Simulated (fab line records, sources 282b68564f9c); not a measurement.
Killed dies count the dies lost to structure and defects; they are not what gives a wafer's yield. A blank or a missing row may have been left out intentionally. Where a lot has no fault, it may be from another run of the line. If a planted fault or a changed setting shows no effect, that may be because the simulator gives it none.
Check of tool commonality :: flow ritCmos :: 39 wafers sampled across 13 lots

## WHY THIS WAS OPENED
Flagged at RIT_CONTACT_CD_MEAS_08: reading cdNm, on 2 of 13 lots. Fault-free wafers read 1000.0 nm, with a standard deviation of 2.1.
Rule: a lot gets a flag if all its wafers with a number sit over 4 standard deviations from that mean, or if no wafer of it has a number. As for the other lots, they are considered sound.

lot: L794
measured: day 3 02:56
on: cdSem-01
cdNm (nm), wafer by wafer: 998.0 999.9 997.8
flag: 

lot: L795
measured: day 3 09:08
on: cdSem-01
cdNm (nm), wafer by wafer: 1002.5 1002.4 1001.8
flag: 

lot: L796
measured: day 3 14:08
on: cdSem-01
cdNm (nm), wafer by wafer: 999.3 1000.2 1000.3
flag: 

lot: L797
measured: day 3 19:55
on: cdSem-01
cdNm (nm), wafer by wafer: 1002.0 1002.2 1002.7
flag: 

lot: L798
measured: day 4 00:00
on: cdSem-02
cdNm (nm), wafer by wafer: 958.5 958.4 956.2
flag: FLAGGED

lot: L799
measured: day 4 04:03
on: cdSem-01
cdNm (nm), wafer by wafer: 965.0 964.4 966.0
flag: FLAGGED

lot: L800
measured: day 4 08:49
on: cdSem-01
cdNm (nm), wafer by wafer: 1001.7 999.3 1003.3
flag: 

lot: L801
measured: day 4 14:55
on: cdSem-02
cdNm (nm), wafer by wafer: 998.8 994.2 997.4
flag: 

lot: L806
measured: day 5 15:29
on: cdSem-02
cdNm (nm), wafer by wafer: 1002.1 1001.6 1001.5
flag: 

lot: L810
measured: day 6 11:53
on: cdSem-01
cdNm (nm), wafer by wafer: 996.6 996.6 996.6
flag: 

lot: L812
measured: day 6 21:37
on: cdSem-02
cdNm (nm), wafer by wafer: 996.9 996.3 998.1
flag: 

lot: L814
measured: day 7 08:14
on: cdSem-01
cdNm (nm), wafer by wafer: 999.8 1000.5 998.0
flag: 

lot: L815
measured: day 7 12:14
on: cdSem-01
cdNm (nm), wafer by wafer: 1000.3 1000.2 1000.4
flag: 
The numbers of the flagged lots are 961.4 nm on average: -38.6 nm against the usual, or -18 standard deviations.

## EACH LOT AND THE TOOL IT RAN ON
The record holds 1 process step before the reading, out of a route of 202 steps. In each cell: the tool, then ch and the chambers that the sampled wafers went through, then the start.
lot: L794
flag: 
RIT_CONTACT_EXPOSE_05: ilineStepper-01 ch 0, day 3 02:26

lot: L795
flag: 
RIT_CONTACT_EXPOSE_05: ilineStepper-01 ch 0, day 3 08:37

lot: L796
flag: 
RIT_CONTACT_EXPOSE_05: ilineStepper-01 ch 0, day 3 13:38

lot: L797
flag: 
RIT_CONTACT_EXPOSE_05: ilineStepper-01 ch 0, day 3 19:24

lot: L798
flag: FLAGGED
RIT_CONTACT_EXPOSE_05: ilineStepper-01 ch 0, day 3 23:27

lot: L799
flag: FLAGGED
RIT_CONTACT_EXPOSE_05: ilineStepper-01 ch 0, day 4 03:32

lot: L800
flag: 
RIT_CONTACT_EXPOSE_05: ilineStepper-02 ch 0, day 4 08:17

lot: L801
flag: 
RIT_CONTACT_EXPOSE_05: ilineStepper-02 ch 0, day 4 14:23

lot: L806
flag: 
RIT_CONTACT_EXPOSE_05: ilineStepper-02 ch 0, day 5 14:58

lot: L810
flag: 
RIT_CONTACT_EXPOSE_05: ilineStepper-02 ch 0, day 6 11:22

lot: L812
flag: 
RIT_CONTACT_EXPOSE_05: ilineStepper-02 ch 0, day 6 21:07

lot: L814
flag: 
RIT_CONTACT_EXPOSE_05: ilineStepper-02 ch 0, day 7 07:43

lot: L815
flag: 
RIT_CONTACT_EXPOSE_05: ilineStepper-02 ch 0, day 7 11:43
These steps, and what they do:
- RIT_CONTACT_EXPOSE_05: exposes mask M11, target cd 1000 nm.
- RIT_CONTACT_CD_MEAS_08: target cd 1000 nm.

## FLAGGED AGAINST TOTAL, ONE TOOL AT A TIME (gauges that did the reading follow at the end)
step: RIT_CONTACT_EXPOSE_05
tool: ilineStepper-01
lots run: 6
flagged: 2
share of the flagged lots: all
sound lots run after its first flagged lot: 0

step: RIT_CONTACT_EXPOSE_05
tool: ilineStepper-02
lots run: 7
flagged: 0
share of the flagged lots: none
sound lots run after its first flagged lot: -

step: RIT_CONTACT_CD_MEAS_08
tool: cdSem-01
lots run: 9
flagged: 1
share of the flagged lots: some
sound lots run after its first flagged lot: 4 (L800,L810,L814,L815)

step: RIT_CONTACT_CD_MEAS_08
tool: cdSem-02
lots run: 4
flagged: 1
share of the flagged lots: some
sound lots run after its first flagged lot: 3 (L801,L806,L812)

## WHAT THE TABLE PERMITS
Rows of the table that ran each flagged lot: 1, that is ilineStepper-01 at RIT_CONTACT_EXPOSE_05.
- ilineStepper-01 at RIT_CONTACT_EXPOSE_05: 2 of its 6 lots flagged. Its last sound lot is L797 (day 3 19:24), its first flagged lot L798 (day 3 23:27): a fault that began between those two fits. Its own readings (exposureDoseMJCm2) fall more than 4 standard deviations out on all wafers of the flagged lots.
One tool is left: ilineStepper-01 at RIT_CONTACT_EXPOSE_05.

## WHAT WAS PUT IN BY THE SIMULATOR
Drift in process parameters on ilineStepper-01 at RIT_CONTACT_EXPOSE_05, starting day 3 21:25. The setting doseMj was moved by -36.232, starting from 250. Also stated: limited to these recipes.
Shown lots that were struck: L798, L799. The rule given above showed the same thing.
